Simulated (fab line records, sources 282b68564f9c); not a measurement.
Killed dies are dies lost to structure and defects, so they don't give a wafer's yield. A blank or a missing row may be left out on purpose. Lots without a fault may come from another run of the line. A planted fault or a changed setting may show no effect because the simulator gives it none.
fab line records | flow rit_cmos
record lots=5 wafers=23
route steps=202 shown SPACER@128 PSD@143 SDANNEAL@154 PLDD@159 NLDD@160 SILICIDE@162 CONTACT@171
start_h: hours from the record's first day to the start of the lot's first wafer shown | wait_h: hours since the lot's step before | " the same as in the row above | L1.1+2: a row that stands for several wafers | - no value, or no start given | * or withheld: withheld | < > ~ a bound
route shown NAME@n: a module of which the file shows steps, and the number in the route of the first | usual: mean/standard deviation of fault-free wafers | same: alike in all rows | chamber/n: place in a boat | sites: the reading at each site | _std_site: their standard deviation | _edge_site: outer sites' mean less inner sites' | radius_mm: how far each site lies from the wafer's centre | mask NAME#n: copy n | behind: the tool/chamber that last shaped the wafer | hold: why the lot was held/for how many hours/how that ended | device: the transistor (n, p or np) that didn't switch | end of line: the same wafers' tests at the end of the route | a step without rows: its recipe alone | killed: dies lost to structure and defects at the first sort, not the wafer's yield | map: a wafer's dies, x killed, . not, _ none there
set.NAME: the setting as run; set.NAME@STEP: as run at that earlier step | model.NAME: the simulator's own value behind a step, which no gauge read
lots whose settings were changed on purpose; a table a step, a row a wafer
## steps
# step RIT_SPACER_CVD_03
# recipe material=Si3N4 target_thk_nm=250 temp_c=810 precursor=SiH2Cl2/NH3 time_s=3300 pressure_mtorr=300 sih2cl2_flow_sccm=60 nh3_flow_sccm=150
# columns lot.wafer tool chamber start_h wait_h set.pressure_mtorr model.Si3N4_of_SPACER_CVD_03.thk_nm
L074.1 - - - 0.0 329.5 255.5
L074.2 " - " " 329.5 256.4
L074.3 " - " " 329.5 254.2
L074.4 " - " " 329.5 255.8
L074.6 " - " " 329.5 257.5
L077.1 - - - 0.7 258.4 242.3
L077.2 " - " " 258.4 242.5
L077.4 " - " " 258.4 242.2
L077.5 " - " " 258.4 239
L077.6 " - " " 258.4 240.7
L078.1 lpcvd-02 0 74.55 0.0 300 248.7
L078.2 " 0 " " 300 248.6
L078.6 " 0 " " 300 248.3
L080.1 - - - 0.3 300 248.5
L080.2 " - " " 300 248.1
L080.3 " - " " 300 247.6
L080.4 " - " " 300 248.8
L080.5 " - " " 300 248.3
L084.1 - - - 0.0 337.2 258.6
L084.2 " - " " 337.2 257.2
L084.3 " - " " 337.2 258.4
L084.4 " - " " 337.2 258.2
L084.6 " - " " 337.2 258.1
# step RIT_SPACER_THK_MEAS_04
# recipe reads=Si3N4_of_SPACER_CVD_03
# usual SPACER_NITRIDE_THK=250.7/2.3
# columns lot.wafer tool chamber start_h wait_h set.pressure_mtorr@SPACER_CVD_03 SPACER_NITRIDE_THK[nm]
L074.1 film_metro-01 - - - 329.5 255.3
L074.2 " - " " 329.5 256.2
L074.3 " - " " 329.5 254.2
L074.4 " - " " 329.5 255.8
L074.6 " - " " 329.5 257.3
L077.1 film_metro-02 - - - 258.4 242.4
L077.2 " - " " 258.4 242.5
L077.4 " - " " 258.4 242.1
L077.5 " - " " 258.4 238.8
L077.6 " - " " 258.4 240.7
L078.1 film_metro-02 - 76.47 0.0 300 248.8
L078.2 " - " " 300 248.4
L078.6 " - " " 300 248.4
L080.1 film_metro-01 - - - 300 248.4
L080.2 " - " " 300 248.2
L080.3 " - " " 300 247.5
L080.4 " - " " 300 248.9
L080.5 " - " " 300 248.5
L084.1 film_metro-01 - - - 337.2 258.6
L084.2 " - " " 337.2 257.2
L084.3 " - " " 337.2 258.3
L084.4 " - " " 337.2 258.1
L084.6 " - " " 337.2 258.1
# step RIT_SPACER_ETCHBACK_05
# recipe target_depth_a=2500 SF6_flow_sccm=30 CHF3_flow_sccm=30 target=Si3N4 chemistry=SF6/CHF3 pressure_mtorr=40 rf_w=250 time_s=240 stop_on=SiO2
# columns lot.wafer tool chamber start_h wait_h set.pressure_mtorr@SPACER_CVD_03 model.etch.depth_nm
L074.1+2 rie_diel-02 0,3 57.14 0.1 329.5 -
L074.3 " 2 " " 329.5 254.2
L074.4 " 1 " " 329.5 255.8
L074.6 " 0 " " 329.5 257.5
L077.1 rie_diel-03 0 71.35 0.1 258.4 242.3
L077.2+5 " 1,0 " " 258.4 -
L077.4 " 3 " " 258.4 242.2
L077.6 " 3 " " 258.4 240.7
L078.1 rie_diel-03 3 76.53 0.1 300 248.7
L078.2 " 2 " " 300 248.6
L078.6 " 1 " " 300 248.3
L080.1 rie_diel-03 2 81.60 0.1 300 248.5
L080.2 " 3 " " 300 248.1
L080.3 " 0 " " 300 247.6
L080.4 " 1 " " 300 248.8
L080.5 " 1 " " 300 248.3
L084.1+3 rie_diel-01 2,1 97.95 0.1 337.2 -
L084.2 " 0 " " 337.2 257.2
L084.4 " 3 " " 337.2 258.2
L084.6 " 3 " " 337.2 258.1
# step RIT_PSD_COAT_01
# recipe resist=NOVOLAK spin_rpm=3250 resist_thk_nm=1000
# columns lot.wafer tool chamber start_h wait_h set.spin_rpm model.NOVOLAK_of_PSD_COAT_01.thk_nm
L074.1 litho_track-03 0 58.99 0.1 3350 981.4
L074.2 " 0 " " 3250 999.1
L074.3 " 0 " " 3350 982.4
L074.4 " 0 " " 3250 1003
L074.6 " 0 " " 3350 983.6
L077.1 litho_track-03 0 73.21 0.1 3250 1004
L077.2 " 0 " " 3250 1003
L077.4 " 0 " " 3078 1030
L077.5 " 0 " " 3078 1029
L077.6 " 0 " " 3250 1000
L078.1+6 litho_track-01 0 78.49 0.1 3250 1006
L078.2 " 0 " " 3250 1003
L080.1 litho_track-01 0 83.64 0.1 3479 970.4
L080.2 " 0 " " 3479 968.3
L080.3 " 0 " " 3250 1006
L080.4 " 0 " " 3250 1003
L080.5 " 0 " " 3250 1001
L084.1 litho_track-04 0 99.80 0.1 3378 979.5
L084.2 " 0 " " 3378 979.2
L084.3 " 0 " " 3250 999.6
L084.4 " 0 " " 3250 996.3
L084.6 " 0 " " 3250 998.8
# step RIT_PSD_SOFTBAKE_02
# recipe resist=NOVOLAK temp_c=90 time_s=60
# step RIT_PSD_EXPOSE_03
# recipe mask_id=M10 na=0.57 target_cd_nm=40900 dose_mj=250
# step RIT_PSD_DEVELOP_05
# recipe resist=NOVOLAK develop_time_s=50 dev_temp_c=23
# step RIT_PSD_HARDBAKE_07
# recipe resist=NOVOLAK temp_c=140 time_s=60
# columns lot.wafer tool chamber start_h wait_h set.spin_rpm@PSD_COAT_01 model.NOVOLAK_of_PSD_COAT_01.thk_nm
L074.1 litho_track-04 0 59.93 0.0 3350 867.5
L074.2 " 0 " " 3250 883
L074.3 " 0 " " 3350 868.3
L074.4 " 0 " " 3250 886.2
L074.6 " 0 " " 3350 869.4
L077.1 litho_track-03 0 74.07 0.0 3250 886.9
L077.2 " 0 " " 3250 886.3
L077.4 " 0 " " 3078 910
L077.5 " 0 " " 3078 908.7
L077.6 " 0 " " 3250 884.3
L078.1 litho_track-01 0 79.23 0.0 3250 889.1
L078.2 " 0 " " 3250 886.6
L078.6 " 0 " " 3250 888.6
L080.1 litho_track-04 0 84.50 0.0 3479 857.8
L080.2 " 0 " " 3479 856
L080.3 " 0 " " 3250 889.2
L080.4 " 0 " " 3250 886.3
L080.5 " 0 " " 3250 884.8
L084.1 litho_track-01 0 100.66 0.0 3378 865.9
L084.2 " 0 " " 3378 865.6
L084.3 " 0 " " 3250 883.4
L084.4 " 0 " " 3250 880.6
L084.6 " 0 " " 3250 882.7
# step RIT_SDANNEAL_CLEAN_01
# recipe chemistry=dHF dilution=50:1 time_s=30
# columns lot.wafer tool chamber start_h wait_h set.time_s set.pressure_mtorr@SPACER_CVD_03 model.Si3N4_of_SPACER_CVD_03.thk_nm
L074.1 - - - 0.0 30 329.5 201
L074.2+6 " - " " 30 329.5 202.5
L074.3 " - " " 30 329.5 198.5
L074.4 " - " " 30 329.5 198.1
L077.1 - - - 0.0 32.94 258.4 188.3
L077.2 " - " " 32.94 258.4 187.5
L077.4 " - " " 32.94 258.4 189.8
L077.5 " - " " 32.94 258.4 185.9
L077.6 " - " " 32.94 258.4 188.4
L078.1 wet_bench-01 1 79.95 0.0 30 300 195.7
L078.2 " 1 " " 30 300 194.1
L078.6 " 1 " " 30 300 192.2
L080.1 - - - 0.0 26.33 300 193.6
L080.2 " - " " 26.33 300 194.8
L080.3 " - " " 26.33 300 192.4
L080.4 " - " " 26.33 300 193
L080.5 " - " " 26.33 300 192.7
L084.1 - - - 0.0 34.22 337.2 203
L084.2 " - " " 34.22 337.2 199.7
L084.3 " - " " 34.22 337.2 204
L084.4 " - " " 34.22 337.2 200.7
L084.6 " - " " 34.22 337.2 200.1
# step RIT_SDANNEAL_CLEAN_02
# recipe chemistry=SC2 mix=3:3:50 time_s=600 temp_c=75 dry=n2_spin
# step RIT_SDANNEAL_RTA_03
# recipe temp_c=1050 time_s=5 idle_temp_c=600 ramp_up_c_per_s=342 ramp_down_c_per_s=171 cool_to_c=600 ambient=N2
# step RIT_SDANNEAL_RS_MEAS_06
# recipe thk_meas_gauge=four-point-probe
# usual PLDD_RS=178.2/0.54
# columns lot.wafer tool chamber start_h wait_h set.energy_kev@PLDD_IMPLANT_08 PLDD_RS[ohm/sq]
L074.1 film_metro-02 - 61.13 0.1 20 178.9
L074.2 " - " " 20.89 176.5
L074.3 " - " " 20.89 176.5
L074.4 " - " " 20.89 176.0
L074.6 " - " " 20 179.1
L077.1 film_metro-02 - 75.30 0.1 20 178.1
L077.2 " - " " 20 178.8
L077.4 " - " " 20.92 175.7
L077.5 " - " " 20 177.9
L077.6 " - " " 20.92 175.4
L078.1 film_metro-01 - 80.46 0.1 20 178.6
L078.2 " - " " 20 178.6
L078.6 " - " " 20 179.2
L080.1 film_metro-01 - 85.74 0.1 19.4 179.2
L080.2 " - " " 19.4 179.5
L080.3 " - " " 20 177.4
L080.4 " - " " 19.4 179.3
L080.5 " - " " 20 177.2
L084.1 film_metro-01 - 101.86 0.1 19.69 179.1
L084.2 " - " " 19.69 180.0
L084.3 " - " " 20 178.7
L084.4 " - " " 19.69 179.3
L084.6 " - " " 20 178.6
# step RIT_SDANNEAL_RS_MEAS_07
# recipe thk_meas_gauge=four-point-probe
# usual NLDD_RS=151.4/0.6
# columns lot.wafer tool chamber start_h wait_h set.dose_cm2@NLDD_IMPLANT_08 NLDD_RS[ohm/sq]
L074.1 film_metro-02 - 61.25 0.1 5e+14 152.3
L074.2 " - " " 5e+14 152.0
L074.3 " - " " 5e+14 151.7
L074.4 " - " " 5e+14 152.2
L074.6 " - " " 5e+14 152.0
L077.1 film_metro-02 - 75.42 0.1 5.111e+14 148.6
L077.2 " - " " 5e+14 151.1
L077.4 " - " " 5.111e+14 149.0
L077.5 " - " " 5e+14 151.2
L077.6 " - " " 5e+14 150.8
L078.1 film_metro-01 - 80.58 0.1 5e+14 151.0
L078.2 " - " " 5e+14 151.1
L078.6 " - " " 5e+14 151.4
L080.1 film_metro-01 - 85.86 0.1 5e+14 151.5
L080.2 " - " " 5.274e+14 145.4
L080.3 " - " " 5.274e+14 145.1
L080.4 " - " " 5.274e+14 144.8
L080.5 " - " " 5e+14 151.3
L084.1 film_metro-01 - 101.98 0.1 5e+14 150.1
L084.2 " - " " 5.163e+14 146.7
L084.3 " - " " 5.163e+14 147.0
L084.4 " - " " 5e+14 150.2
L084.6 " - " " 5.163e+14 146.7
# step RIT_SILICIDE_SPUTTER_01
# recipe material=Ti target_thk_nm=30 power_w=350 chamber_pressure_pa=0.667 gas=Ar time_s=240 substrate_temp_c=25
# columns lot.wafer tool chamber start_h wait_h set.time_s model.Ti_of_SILICIDE_SPUTTER_01.thk_nm
L074.1 pvd_sputter-04 - 61.42 0.0 240 30.33
L074.2 " - " " 240 29.88
L074.3 " - " " 272 34.75
L074.4 " - " " 240 30.23
L074.6 " - " " 272 33.94
L077.1 pvd_sputter-01 - 75.55 0.0 240 29.65
L077.2 " - " " 240 29.31
L077.4 " - " " 240 29.42
L077.5 " - " " 240 29.26
L077.6 " - " " 240 29.8
L078.1 pvd_sputter-03 - 80.71 0.0 240 30.58
L078.2 " - " " 240 29.78
L078.6 " - " " 240 30.15
L080.1 pvd_sputter-04 - 85.99 0.0 240 30.38
L080.2 " - " " 240 30.54
L080.3 " - " " 240 29.83
L080.4 " - " " 271.8 34.55
L080.5 " - " " 271.8 34.42
L084.1 pvd_sputter-04 - 102.11 0.0 249.8 31.68
L084.2 " - " " 240 30.9
L084.3 " - " " 240 30.5
L084.4 " - " " 249.8 31.28
L084.6 " - " " 249.8 31.42
# step RIT_SILICIDE_RS_MEAS_02
# recipe thk_meas_gauge=four-point-probe reads=Ti_of_SILICIDE_SPUTTER_01
# usual SILICIDE_TI_RS=47.6/0.67
# columns lot.wafer tool chamber start_h wait_h set.time_s@SILICIDE_SPUTTER_01 SILICIDE_TI_RS[ohm/sq]
L074.1 film_metro-03 - 61.57 0.1 240 47.3
L074.2 " - " " 240 48.1
L074.3 " - " " 272 39.7
L074.4 " - " " 240 47.4
L074.6 " - " " 272 41.0
L077.1 film_metro-03 - 75.70 0.1 240 48.5
L077.2 " - " " 240 49.1
L077.4 " - " " 240 48.9
L077.5 " - " " 240 49.4
L077.6 " - " " 240 48.3
L078.1 film_metro-04 - 80.86 0.1 240 46.6
L078.2 " - " " 240 48.2
L078.6 " - " " 240 47.5
L080.1 film_metro-03 - 86.14 0.1 240 46.9
L080.2 " - " " 240 46.8
L080.3 " - " " 240 48.1
L080.4 " - " " 271.8 40.1
L080.5 " - " " 271.8 40.3
L084.1 film_metro-02 - 102.26 0.1 249.8 44.7
L084.2 " - " " 240 46.0
L084.3 " - " " 240 46.8
L084.4 " - " " 249.8 45.4
L084.6 " - " " 249.8 45.0
# step RIT_SILICIDE_THK_MEAS_03
# recipe thk_meas_gauge=xrf reads=Ti_of_SILICIDE_SPUTTER_01
# usual SILICIDE_TI_THK=31.0/0.4
# columns lot.wafer tool chamber start_h wait_h set.time_s@SILICIDE_SPUTTER_01 SILICIDE_TI_THK[nm]
L074.1 film_metro-03 - 61.69 0.1 240 31.2
L074.2 " - " " 240 30.9
L074.3 " - " " 272 35.8
L074.4 " - " " 240 31.3
L074.6 " - " " 272 35.3
L077.1 film_metro-03 - 75.82 0.1 240 30.5
L077.2 " - " " 240 30.1
L077.4 " - " " 240 30.3
L077.5 " - " " 240 30.2
L077.6 " - " " 240 30.7
L078.1 film_metro-04 - 80.98 0.1 240 31.3
L078.2 " - " " 240 30.7
L078.6 " - " " 240 30.9
L080.1 film_metro-03 - 86.26 0.1 240 31.2
L080.2 " - " " 240 31.6
L080.3 " - " " 240 30.9
L080.4 " - " " 271.8 35.7
L080.5 " - " " 271.8 35.5
L084.1 film_metro-02 - 102.38 0.1 249.8 32.7
L084.2 " - " " 240 31.9
L084.3 " - " " 240 31.5
L084.4 " - " " 249.8 32.4
L084.6 " - " " 249.8 32.5
# step RIT_CONTACT_COAT_03
# recipe resist=NOVOLAK spin_rpm=3250 resist_thk_nm=1000
# columns lot.wafer tool chamber start_h wait_h set.spin_rpm model.NOVOLAK_of_CONTACT_COAT_03.thk_nm
L074.1 litho_track-04 0 62.19 0.1 3459 973.4
L074.2+6 " 0 " " 3459 971.4
L074.3 " 0 " " 3250 1005
L074.4 " 0 " " 3250 999.9
L077.1+2 litho_track-01 0 76.40 0.1 3250 1006
L077.4 " 0 " " 3106 1032
L077.5 " 0 " " 3106 1027
L077.6 " 0 " " 3106 1028
L078.1 litho_track-01 0 81.54 0.1 3250 998
L078.2+6 " 0 " " 3250 1001
L080.1 litho_track-04 0 86.90 0.1 3479 969.4
L080.2 " 0 " " 3250 996.9
L080.3 " 0 " " 3479 965.1
L080.4 " 0 " " 3250 999.3
L080.5 " 0 " " 3479 966
L084.1+4+6 litho_track-01 0 102.88 0.1 3250 1003
L084.2 " 0 " " 3250 1008
L084.3 " 0 " " 3250 1004
# step RIT_CONTACT_DEVELOP_07
# recipe resist=NOVOLAK develop_time_s=120 dev_temp_c=23
# columns lot.wafer tool chamber start_h wait_h set.develop_time_s
L074.1+2+3 litho_track-01 0 - - 120
L074.4+6 " 0 " " 131.8
L077.1+2+5 litho_track-04 0 - - 120
L077.4+6 " 0 " " 138
L078.1+2+6 litho_track-02 0 - - 120
L080.1+4+5 litho_track-04 0 - - 120
L080.2+3 " 0 " " 106.2
L084.1+6 litho_track-02 0 - - 106.9
L084.2+3+4 " 0 " " 120
# step RIT_CONTACT_CD_MEAS_08
# recipe target_cd_nm=1000
# usual cd_nm=999.6/2.2
# columns lot.wafer tool chamber start_h wait_h set.develop_time_s@CONTACT_DEVELOP_07 cd_nm
L074.1 cd_sem-02 - 63.14 - 120 1003.4
L074.2 " - " " 120 1003.0
L074.3 " - " " 120 1001.5
L074.4 " - " " 131.8 1008.9
L074.6 " - " " 131.8 1011.8
L077.1 cd_sem-02 - 77.34 - 120 998.7
L077.2 " - " " 120 998.2
L077.4 " - " " 138 1007.9
L077.5 " - " " 120 998.3
L077.6 " - " " 138 1009.3
L078.1 cd_sem-01 - 82.52 - 120 1000.3
L078.2 " - " " 120 999.1
L078.6 " - " " 120 999.0
L080.1 cd_sem-01 - 87.72 - 120 999.9
L080.2 " - " " 106.2 985.0
L080.3 " - " " 106.2 991.0
L080.4 " - " " 120 997.1
L080.5 " - " " 120 1001.2
L084.1 cd_sem-02 - 103.97 - 106.9 988.8
L084.2 " - " " 120 999.2
L084.3 " - " " 120 1000.2
L084.4 " - " " 120 995.8
L084.6 " - " " 106.9 986.7
# step RIT_CONTACT_HARDBAKE_10
# recipe resist=NOVOLAK temp_c=140 time_s=60
# columns lot.wafer tool chamber start_h wait_h set.spin_rpm@CONTACT_COAT_03 model.NOVOLAK_of_CONTACT_COAT_03.thk_nm
L074.1 litho_track-01 0 63.29 0.0 3459 860
L074.2 " 0 " " 3459 858.3
L074.3 " 0 " " 3250 887.5
L074.4 " 0 " " 3250 883.2
L074.6 " 0 " " 3459 858.2
L077.1 litho_track-04 0 77.66 0.2 3250 888.2
L077.2 " 0 " " 3250 888.5
L077.4 " 0 " " 3106 910.9
L077.5 " 0 " " 3106 907.1
L077.6 " 0 " " 3106 908
L078.1 litho_track-02 0 82.81 0.2 3250 881.6
L078.2 " 0 " " 3250 884.5
L078.6 " 0 " " 3250 884.3
L080.1 litho_track-02 0 87.96 0.1 3479 856.6
L080.2 " 0 " " 3250 880.7
L080.3 " 0 " " 3479 852.9
L080.4 " 0 " " 3250 882.7
L080.5 " 0 " " 3479 853.6
L084.1 litho_track-04 0 104.13 0.0 3250 886.4
L084.2 " 0 " " 3250 890.6
L084.3 " 0 " " 3250 887.2
L084.4 " 0 " " 3250 886
L084.6 " 0 " " 3250 885.6
# step RIT_CONTACT_ETCH_11
# recipe target_depth_a=4800 over_etch_frac=0.2 stop_on=TiSi2 chemistry=CHF3/CF4/Ar target=SiO2 CHF3_flow_sccm=50 cf4_flow_sccm=10 Ar_flow_sccm=100 O2_flow_sccm=5 pressure_mtorr=100 rf_w=200 time_s=320
# columns lot.wafer tool chamber start_h wait_h set.spin_rpm@CONTACT_COAT_03 set.develop_time_s@CONTACT_DEVELOP_07 model.NOVOLAK_of_CONTACT_COAT_03.thk_nm model.CONTACT.cd_nm
L074.1 rie_diel-03 2 63.44 0.1 3459 120 743.9 1003
L074.2 " 0 " " 3459 120 746.8 1003
L074.3 " 1 " " 3250 120 772.4 1002
L074.4 " 3 " " 3250 131.8 773.4 1009
L074.6 " 3 " " 3459 131.8 747.8 1012
L077.1 rie_diel-04 3 77.81 0.1 3250 120 780.4 999.1
L077.2 " 1 " " 3250 120 776.3 997.6
L077.4 " 0 " " 3106 138 791.2 1008
L077.5 " 2 " " 3106 120 796.2 997.7
L077.6 " 1 " " 3106 138 795.3 1009
L078.1 rie_diel-04 3 82.96 0.1 3250 120 773.6 1000
L078.2 " 2 " " 3250 120 771.9 998.5
L078.6 " 0 " " 3250 120 762.9 999.6
L080.1 rie_diel-04 2 88.11 0.1 3479 120 744.1 999.4
L080.2 " 1 " " 3250 106.2 766.2 984.7
L080.3 " 3 " " 3479 106.2 744.3 991.6
L080.4 " 0 " " 3250 120 761.7 997.4
L080.5 " 1 " " 3479 120 739.7 1001
L084.1 rie_diel-03 0 104.28 0.1 3250 106.9 774.2 988.7
L084.2 " 2 " " 3250 120 772.6 998.9
L084.3 " 2 " " 3250 120 769 999.7
L084.4 " 0 " " 3250 120 773.2 996
L084.6 " 0 " " 3250 106.9 772.8 986.6
# step RIT_CONTACT_STRIP_12
# recipe chemistry=O2 time_s=180 resist=NOVOLAK platen_temp_c=withheld power_w=500 pressure_mtorr=4000 o2_flow_sccm=4000
# step RIT_CONTACT_CD_MEAS_90
# recipe target_cd_nm=1000
# usual cd_nm=999.4/2.3
# columns lot.wafer tool chamber start_h wait_h set.develop_time_s@CONTACT_DEVELOP_07 cd_nm
L074.1 cd_sem-01 - 63.81 0.1 120 1003.3
L074.2 " - " " 120 1002.8
L074.3 " - " " 120 1001.7
L074.4 " - " " 131.8 1008.9
L074.6 " - " " 131.8 1012.1
L077.1 cd_sem-02 - 78.18 0.1 120 999.1
L077.2 " - " " 120 997.8
L077.4 " - " " 138 1008.4
L077.5 " - " " 120 997.9
L077.6 " - " " 138 1008.8
L078.1 cd_sem-02 - 83.33 0.1 120 1000.0
L078.2 " - " " 120 998.5
L078.6 " - " " 120 999.6
L080.1 cd_sem-02 - 88.48 0.1 120 999.6
L080.2 " - " " 106.2 984.7
L080.3 " - " " 106.2 991.5
L080.4 " - " " 120 997.4
L080.5 " - " " 120 1000.4
L084.1 cd_sem-02 - 104.75 0.1 106.9 988.9
L084.2 " - " " 120 999.3
L084.3 " - " " 120 999.8
L084.4 " - " " 120 995.7
L084.6 " - " " 106.9 987.0
## key
split step=RIT_SPACER_CVD_03 setting=pressure_mtorr stated=300 by=lot
response step=RIT_SPACER_CVD_03 reading=model.Si3N4_of_SPACER_CVD_03.thk_nm change=+0.64 per=1% r=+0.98
response step=RIT_SPACER_THK_MEAS_04 reading=SPACER_NITRIDE_THK change=+0.637 per=1% r=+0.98
response step=RIT_SPACER_ETCHBACK_05 reading=model.etch.depth_nm change=+0.622 per=1% r=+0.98
response step=RIT_SDANNEAL_CLEAN_01 reading=model.Si3N4_of_SPACER_CVD_03.thk_nm change=+0.532 per=1% r=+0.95
split step=RIT_PSD_COAT_01 setting=spin_rpm stated=3250 by=wafer
response step=RIT_PSD_COAT_01 reading=model.NOVOLAK_of_PSD_COAT_01.thk_nm change=-5.01 per=1% r=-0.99
response step=RIT_PSD_HARDBAKE_07 reading=model.NOVOLAK_of_PSD_COAT_01.thk_nm change=-4.38 per=1% r=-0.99
split step=RIT_SDANNEAL_CLEAN_01 setting=time_s stated=30 by=lot
response none clear
split step=RIT_SILICIDE_SPUTTER_01 setting=time_s stated=240 by=wafer
response step=RIT_SILICIDE_SPUTTER_01 reading=model.Ti_of_SILICIDE_SPUTTER_01.thk_nm change=+0.311 per=1% r=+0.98
response step=RIT_SILICIDE_RS_MEAS_02 reading=SILICIDE_TI_RS change=-0.528 per=1% r=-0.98
response step=RIT_SILICIDE_THK_MEAS_03 reading=SILICIDE_TI_THK change=+0.324 per=1% r=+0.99
split step=RIT_CONTACT_COAT_03 setting=spin_rpm stated=3250 by=wafer
response step=RIT_CONTACT_COAT_03 reading=model.NOVOLAK_of_CONTACT_COAT_03.thk_nm change=-4.68 per=1% r=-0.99
response step=RIT_CONTACT_HARDBAKE_10 reading=model.NOVOLAK_of_CONTACT_COAT_03.thk_nm change=-4.09 per=1% r=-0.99
response step=RIT_CONTACT_ETCH_11 reading=model.NOVOLAK_of_CONTACT_COAT_03.thk_nm change=-3.54 per=1% r=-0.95
split step=RIT_CONTACT_DEVELOP_07 setting=develop_time_s stated=120 by=wafer
response step=RIT_CONTACT_CD_MEAS_08 reading=cd_nm change=+0.831 per=1% r=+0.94
response step=RIT_CONTACT_ETCH_11 reading=model.CONTACT.cd_nm change=+0.827 per=1% r=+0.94
response step=RIT_CONTACT_CD_MEAS_90 reading=cd_nm change=+0.824 per=1% r=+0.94
split outside_this_file step=RIT_NLDD_IMPLANT_08 setting=dose_cm2
split outside_this_file step=RIT_PLDD_IMPLANT_08 setting=energy_kev
# split outside_this_file: this setting was split too, and the file shows its column; the key of that split is in another file
